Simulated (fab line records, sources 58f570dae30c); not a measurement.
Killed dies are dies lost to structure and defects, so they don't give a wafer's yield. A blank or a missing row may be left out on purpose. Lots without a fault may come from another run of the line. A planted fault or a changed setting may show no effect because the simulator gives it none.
Tool commonality check | flow berkeley_cmos170 | 16 lots, 60 wafers sampled

WHY IT WAS OPENED
At UCB170_NSD_CD_MEAS_06 the reading cd_nm is flagged on 4 of 16 lots. Wafers without a fault read 1200.0 nm, standard deviation 1.5.
Rule: a lot is flagged when every wafer of it that has a number lies more than 4 standard deviations from that mean, or none has a number. The other lots count as sound.

lot  | measured     | on        | cd_nm (nm), wafer by wafer                | flag
L871 | day 8 06:02  | cd_sem-02 | 1199.5 1200.9 1201.4                      |
L870 | day 8 06:29  | cd_sem-01 | 1198.5 1197.2 1196.6                      |
L869 | day 8 06:47  | cd_sem-02 | 1122.2 1121.6 1123.0 1122.2 1121.9 1123.5 | FLAGGED
L872 | day 8 07:05  | cd_sem-02 | 1122.1 1121.0 1121.8 1122.2 1120.9 1122.0 | FLAGGED
L873 | day 8 11:40  | cd_sem-01 | 1136.5 1134.5 1135.8 1136.9 1134.7 1136.0 | FLAGGED
L875 | day 9 06:12  | cd_sem-01 | 1198.9 1198.3 1199.7                      |
L874 | day 9 06:50  | cd_sem-01 | 1141.1 1141.0 1140.2 1141.1 1141.0 1140.5 | FLAGGED
L876 | day 9 12:41  | cd_sem-02 | 1197.9 1199.6 1197.5                      |
L885 | day 10 21:28 | cd_sem-01 | 1201.9 1202.8 1203.0                      |
L882 | day 10 21:46 | cd_sem-02 | 1199.9 1199.4 1198.5                      |
L887 | day 11 22:44 | cd_sem-01 | 1203.0 1202.2 1202.2                      |
L889 | day 11 23:21 | cd_sem-02 | 1199.8 1199.6 1200.2                      |
L886 | day 11 23:35 | cd_sem-01 | 1200.2 1200.0 1201.3                      |
L891 | day 11 23:52 | cd_sem-02 | 1198.5 1199.0 1198.1                      |
L890 | day 12 05:53 | cd_sem-01 | 1201.3 1201.3 1200.3                      |
L888 | day 12 06:39 | cd_sem-01 | 1200.0 1201.5 1201.3                      |
The numbers of the flagged lots are 1130.2 nm on average: -69.8 nm against the usual, or -47 standard deviations.

WHICH TOOL RAN EACH LOT
The record holds 1 process step before the reading, out of a route of 331 steps. In each cell: the tool, then ch and the chambers that the sampled wafers went through, then the start.
lot  | flag    | UCB170_NSD_PEB_04
L871 |         | litho_track-03 ch 0, day 8 05:46
L870 |         | litho_track-02 ch 0, day 8 06:13
L869 | FLAGGED | litho_track-03 ch 0, day 8 06:31
L872 | FLAGGED | litho_track-03 ch 0, day 8 06:49
L873 | FLAGGED | litho_track-03 ch 0, day 8 11:23
L875 |         | litho_track-02 ch 0, day 9 05:56
L874 | FLAGGED | litho_track-03 ch 0, day 9 06:34
L876 |         | litho_track-02 ch 0, day 9 12:26
L885 |         | litho_track-02 ch 0, day 10 21:12
L882 |         | litho_track-04 ch 0, day 10 21:29
L887 |         | litho_track-04 ch 0, day 11 22:28
L889 |         | litho_track-02 ch 0, day 11 23:05
L886 |         | litho_track-02 ch 0, day 11 23:19
L891 |         | litho_track-03 ch 0, day 11 23:35
L890 |         | litho_track-04 ch 0, day 12 05:37
L888 |         | litho_track-04 ch 0, day 12 06:23
What these steps do:
- UCB170_NSD_PEB_04
- UCB170_NSD_CD_MEAS_06: target cd 1200 nm.

FLAGGED OVER TOTAL, TOOL BY TOOL (the gauges that took the reading come last)
step                  | tool           | lots run | flagged | share of the flagged lots | sound lots run after its first flagged lot
UCB170_NSD_PEB_04     | litho_track-02 | 6        | 0       | none                      | -
UCB170_NSD_PEB_04     | litho_track-03 | 6        | 4       | all                       | 1 (L891)
UCB170_NSD_PEB_04     | litho_track-04 | 4        | 0       | none                      | -
UCB170_NSD_CD_MEAS_06 | cd_sem-01      | 9        | 2       | some                      | 6 (L875,L885,L887,L886,L890,L888)
UCB170_NSD_CD_MEAS_06 | cd_sem-02      | 7        | 2       | some                      | 4 (L876,L882,L889,L891)

WHAT THE TABLE ALLOWS
1 row of the table ran every flagged lot: litho_track-03 at UCB170_NSD_PEB_04.
- litho_track-03 at UCB170_NSD_PEB_04: 4 of its 6 lots flagged. Sound lots ran on it after the first flagged one (L891), which a lasting fault on the whole tool wouldn't allow. Its own readings lie more than 4 standard deviations out on every wafer of the flagged lots: heater_power_total_W, plate_temp_C.
No row of the table ran every flagged lot and no sound lot after the first.

WHAT THE SIMULATOR HAD PUT IN
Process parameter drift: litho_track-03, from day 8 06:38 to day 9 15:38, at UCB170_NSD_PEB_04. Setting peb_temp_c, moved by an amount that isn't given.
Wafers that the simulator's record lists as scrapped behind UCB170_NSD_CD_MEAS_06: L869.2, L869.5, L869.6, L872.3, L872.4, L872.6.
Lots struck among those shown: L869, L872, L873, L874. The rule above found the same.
